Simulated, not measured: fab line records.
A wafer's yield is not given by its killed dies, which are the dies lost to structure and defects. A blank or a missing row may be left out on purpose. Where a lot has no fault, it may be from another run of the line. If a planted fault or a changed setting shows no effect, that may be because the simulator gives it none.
Comparing a struck lot with a sound one :: flow rit-cmos :: 34 out of 202 route steps
Sound: wafers L687.2, L687.4, L687.5. Wafers L698.1, L698.3, L698.5 were the ones struck. At the end, the cause is stated.
At each step with rows: each side's tool, then ch and its chambers, then its first start. Under that, the readings that differ: sound wafers :: struck wafers :: difference of the means :: sigmas: that difference in standard deviations of wafers without a fault.
alike: words and numbers the same on both sides, and readings whose means are apart by under 2 such deviations; not compared: readings that were withheld, readings missing a value for some wafer, numbers with overlapping values and no deviation given by the record, and bounds like >300 which may hide the same value.
Wherever a step has rows on one side only, a row that says differs or no value, or a row with sigmas, the two part there. When numbers do not overlap yet have no deviation, they are printed without sigmas and do not part them. Lack of a reading on every wafer of one side parts them only where that side has two or more wafers.

first, 2 steps without rows for these wafers: RIT_SPACER_CLEAN_02 (cleans in SC2, time 600 s); RIT_SPACER_CVD_03 (deposits Si3N4 from SiH2Cl2/NH3, target thk 250 nm, time 3300 s).
RIT_SPACER_THK_MEAS_04:
  sound: film-metro-01 at day 4 19:20; struck: film-metro-02 at day 7 03:38
  alike: SPACER_NITRIDE_THK
RIT_SPACER_ETCHBACK_05: etches Si3N4 in SF6/CHF3, stops on SiO2, target depth 250 nm, time 240 s.
  sound on rie-diel-01 ch 0,1,3, day 4 19:23; struck on rie-diel-01 ch 2,3, day 7 03:41
  alike: drypump-motor-current-A, oes-product-au, throttle-valve-pct
  not compared: rf-hours-counter-h
then, 6 steps without rows for these wafers: RIT_NSD_HMDS_00 (prime time 60 s); RIT_NSD_COAT_01 (resist thk 1000 nm); RIT_NSD_SOFTBAKE_02 (time 60 s); RIT_NSD_EXPOSE_03 (exposes mask M9, target cd 40700 nm); RIT_NSD_PEB_04; RIT_NSD_DEVELOP_05 (develop time 50 s).
RIT_NSD_OVL_MEAS_06:
  sound: overlay-01 at day 4 20:23; struck: overlay-01 at day 7 04:49
  alike: NSD_OVL
then, 1 step without rows for these wafers: RIT_NSD_HARDBAKE_07 (time 60 s).
RIT_NSD_IMPLANT_08:
  sound on implanter-04 ch 0, day 4 20:35; struck on implanter-02 ch 0, day 7 05:02
reading: beam-energy-keV
sound: 24.994 24.996 24.992
struck: 29.163 29.170 29.167
difference: +4.173
sigmas: +99 or more

reading: model.implant.rp-nm (nm)
sound: 31.91 31.91 31.91
struck: 36.32 36.32 36.32
difference: +4.41
sigmas: 

reading: model.implant.drp-nm (nm)
sound: 14.84 14.84 14.84
struck: 16.28 16.28 16.28
difference: +1.44
sigmas: 
  alike: faraday-current-uA, tilt-deg
RIT_NSD_STRIP_09: strips in O2, time 180 s.
  sound on plasma-asher-04 ch 0,1, day 4 20:43; struck on plasma-asher-04 ch 0,1, day 7 05:11
  alike: drypump-motor-current-A
  not compared: rf-hours-counter-h
RIT_NSD_TW_MEAS_10:
  sound: film-metro-04 at day 4 20:54; struck: film-metro-02 at day 7 05:22
reading: NSD_TW
sound: 3148 3133 3134
struck: 3281 3267 3258
difference: +130
sigmas: +10
then, 6 steps without rows for these wafers: RIT_PSD_HMDS_00 (prime time 60 s); RIT_PSD_COAT_01 (resist thk 1000 nm); RIT_PSD_SOFTBAKE_02 (time 60 s); RIT_PSD_EXPOSE_03 (exposes mask M10, target cd 40900 nm); RIT_PSD_PEB_04; RIT_PSD_DEVELOP_05 (develop time 50 s).
RIT_PSD_OVL_MEAS_06:
  sound: overlay-02 at day 4 21:48; struck: overlay-01 at day 7 06:16
  alike: PSD_OVL
then, 2 steps without rows for these wafers: RIT_PSD_HARDBAKE_07 (time 60 s); RIT_PSD_IMPLANT_08.
RIT_PSD_STRIP_09: strips in O2, time 180 s.
  sound on plasma-asher-02 ch 0,1, day 4 22:08; struck on plasma-asher-01 ch 0,1, day 7 06:36
  alike: drypump-motor-current-A
  not compared: rf-hours-counter-h
RIT_PSD_TW_MEAS_10:
  sound: film-metro-04 at day 4 22:19; struck: film-metro-02 at day 7 06:47
  alike: PSD_TW
then, 3 steps without rows for these wafers: RIT_SDANNEAL_CLEAN_00 (cleans in SC1, time 600 s); RIT_SDANNEAL_CLEAN_01 (cleans in dHF, time 30 s); RIT_SDANNEAL_CLEAN_02 (cleans in SC2, time 600 s).
RIT_SDANNEAL_RTA_03: time 5 s.
  sound on rtp-anneal-01 ch 0, day 4 22:44; struck on rtp-anneal-02 ch 0, day 7 07:13
  alike: wafer_temp_C_max
RIT_SDANNEAL_RS_MEAS_04: a four-point-probe measurement.
  sound: film-metro-03 at day 4 22:49; struck: film-metro-04 at day 7 07:16
  alike: PSD_RS
RIT_SDANNEAL_RS_MEAS_05: a four-point-probe measurement.
  sound: film-metro-03 at day 4 22:56; struck: film-metro-04 at day 7 07:23
reading: NSD_RS (ohm/sq)
sound: 84.4 84.5 84.6
struck: 82.9 82.6 83.0
difference: -1.7
sigmas: -5
RIT_SDANNEAL_RS_MEAS_06: a four-point-probe measurement.
  sound: film-metro-03 at day 4 23:03; struck: film-metro-04 at day 7 07:31
  alike: PLDD_RS
RIT_M1_PROBE_99:
  sound: prober-02 at day 5 06:22; struck: prober-01 at day 7 15:05
reading: model.etest.contact-nplus.end-ohm-um
sound: 42.3 41.16 41.43
struck: 37.84 38.52 38.54
difference: -3.33
sigmas: 
  alike: killed-at-front-end, killed-dies, killed-open, killed-short

## WHERE THEY PART
Last at RIT_SDANNEAL_RS_MEAS_05 as far as this record goes, first at RIT_NSD_IMPLANT_08. Later steps at which nothing parts them and some readings are alike: RIT_SDANNEAL_RS_MEAS_06, RIT_M1_PROBE_99.

WHY: the cause the simulator had injected
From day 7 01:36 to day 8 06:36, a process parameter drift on implanter-02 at RIT_NSD_IMPLANT_08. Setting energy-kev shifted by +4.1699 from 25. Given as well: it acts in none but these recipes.
